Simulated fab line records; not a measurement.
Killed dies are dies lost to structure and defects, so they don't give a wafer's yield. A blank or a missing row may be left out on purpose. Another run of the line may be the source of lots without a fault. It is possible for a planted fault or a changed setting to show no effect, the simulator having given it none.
What tool caused it? ; flow rit_cmos ; 7 lots with 21 wafers sampled at 2 steps, on a route of 202 steps

WHAT EACH GAUGE READ, for each wafer
RIT_M1_CD_MEAS_90 targets a cd of 2600 nm.
lot;measured;on;cd_nm (nm)
L637;day 4 02:14;cd_sem-01;2598 2599 2599
L639;day 4 20:49;cd_sem-01;2601 2599 2599
L641;day 5 00:29;cd_sem-02;2602 2600 2600
L643;day 5 19:37;cd_sem-02;2601 2605 2603
L647;day 6 06:17;cd_sem-02;2597 2598 2599
L651;day 7 02:50;cd_sem-02;2607 2582 2586
L656;day 8 08:35;cd_sem-02;2595 2596 2594

EACH LOT AND THE TOOL THAT RAN IT (in order: tool; ch and the chambers of the sampled wafers; start)
lot;RIT_M1_METAL_ETCH_12
L637;rie_metal-04 ch 0,1, day 4 01:43
L639;rie_metal-02 ch 0,1, day 4 20:18
L641;rie_metal-01 ch 0, day 4 23:50
L643;rie_metal-01 ch 0,1, day 5 18:52
L647;rie_metal-01 ch 0,1, day 6 05:45
L651;rie_metal-04 ch 0,1, day 7 02:21
L656;rie_metal-01 ch 0,1, day 8 08:04
- RIT_M1_METAL_ETCH_12: etches Al in Cl2/BCl3, stops on SiO2, time 165 s, target depth 600 nm.

THE ANSWER, worked out from the rows above alone
Rule: what is usual is taken from the lots themselves. The widest of any qualifying gaps counts: lots, ordered by their means at a reading, are off when they make up no more than a third of the lots, leave a main group of 4 or more, and stand apart from it by 3 or more times the standard deviation of that group's means. Not used: any main group whose means are identical at the precision the tables above print for the reading. A lot without any number at a reading at which 4 lots or more have one is off too. Where the step has rows for the other lots, those lots are counted as sound.
Across all readings shown, no lot is off: no conclusion can be drawn from this.

WHAT WAS PUT IN BY THE SIMULATOR
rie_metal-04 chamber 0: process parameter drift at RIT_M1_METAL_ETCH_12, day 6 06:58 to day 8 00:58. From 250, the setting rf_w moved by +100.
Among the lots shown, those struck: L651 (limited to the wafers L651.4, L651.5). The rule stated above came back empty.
